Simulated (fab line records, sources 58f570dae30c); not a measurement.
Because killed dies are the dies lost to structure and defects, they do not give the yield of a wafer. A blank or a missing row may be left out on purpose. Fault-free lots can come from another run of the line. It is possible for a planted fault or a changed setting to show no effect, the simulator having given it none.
Struck lot and sound lot, side by side ; flow berkeley_cmos170 ; 15 out of 331 route steps
Sound: these wafers, L859.2, L859.3, L859.4. The struck wafers were L869.1, L869.3, L869.6. At the end, the cause is stated.
Each step with rows lists, per side, the tool, then ch with its chambers, then its first start. Under that, the readings that differ: sound wafers ; struck wafers ; difference of the means ; sigmas: that difference in standard deviations of wafers without a fault.
alike: same words and numbers on both sides, and readings whose means sit less than 2 such deviations apart. not compared: any withheld reading, any reading some wafer has no value for, any bound like >300 that may hide the same value, and any number with overlapping values for which the record gives no deviation.
A row with sigmas, a row that says differs or no value, or rows on one side alone: a step with any of these is where the two part. Numbers that have no deviation but don't overlap get no sigmas and don't part them. A reading missing from all wafers of one side parts the sides only when that side holds two or more wafers.

UCB170_NSD_CD_MEAS_06: the cd target is 1200 nm.
  struck on cd_sem-02, day 10 17:28; sound on cd_sem-02, day 8 17:41
  alike: cd_nm
UCB170_NSD_OVL_MEAS_07:
  struck on overlay-01, day 10 17:35; sound on overlay-01, day 8 17:47
  alike: NSD_OVL
next, for these wafers, 1 step has no rows: UCB170_NSD_IMPLANT_08.
UCB170_NSD_STRIP_09: strips in O2.
  sound on plasma_asher-04 ch 0,1, day 8 17:58; struck on plasma_asher-04 ch 1, day 10 17:46
  alike: drypump_motor_current_A, oes_product_au, strip_time_to_endpoint_s
  not compared: rf_hours_counter_h
UCB170_NSD_TW_MEAS_10:
  struck on film_metro-01, day 10 17:52; sound on film_metro-01, day 8 18:05
  alike: NSD_TW
then, 4 steps without rows for these wafers: UCB170_NSD_CLEAN_11 (cleans in SPM, time 600 s); UCB170_BACKSIDE_HMDS_00 (prime time 60 s); UCB170_BACKSIDE_COAT_01 (resist thk 900 nm); UCB170_BACKSIDE_SOFTBAKE_02 (time 60 s).
UCB170_BACKSIDE_STRIP_03: strips in O2.
  sound on plasma_asher-01 ch 0,1, day 8 18:46; struck on plasma_asher-04 ch 0,1, day 10 18:49
  alike: drypump_motor_current_A, oes_product_au, strip_time_to_endpoint_s
  not compared: rf_hours_counter_h
then, 1 step without rows for these wafers: UCB170_BACKSIDE_CLEAN_04 (cleans in SPM, time 600 s).
UCB170_SDANNEAL_RTA_00: time 10 s.
  sound on rtp_anneal-01 ch 0, day 8 19:02; struck on rtp_anneal-02 ch 0, day 10 19:10
reading;sound;struck;difference;sigmas
lamp_power_pct (%);25.6 25.6 25.7;21.6 21.6 21.6;-4.0;-2
  alike: wafer_temp_C_max
UCB170_SDANNEAL_RTA_01: time 5 s.
  sound on rtp_anneal-01 ch 0, day 8 19:07; struck on rtp_anneal-02 ch 0, day 10 19:36
reading;sound;struck;difference;sigmas
lamp_power_pct (%);40 40 40;33 33 33;-7;-2
  alike: wafer_temp_C_max
UCB170_SDANNEAL_RS_MEAS_02: measures by four-point-probe.
  struck on film_metro-02, day 10 19:40; sound on film_metro-01, day 8 19:11
  alike: PSD_RS
UCB170_M3_PROBE_99:
  the record has rows for the struck wafers here (prober-01, day 11 18:16) and none for the sound ones

WHERE THEY PART
At UCB170_SDANNEAL_RTA_00 first; at UCB170_M3_PROBE_99 last (within this record only).

WHY: the cause the simulator had injected
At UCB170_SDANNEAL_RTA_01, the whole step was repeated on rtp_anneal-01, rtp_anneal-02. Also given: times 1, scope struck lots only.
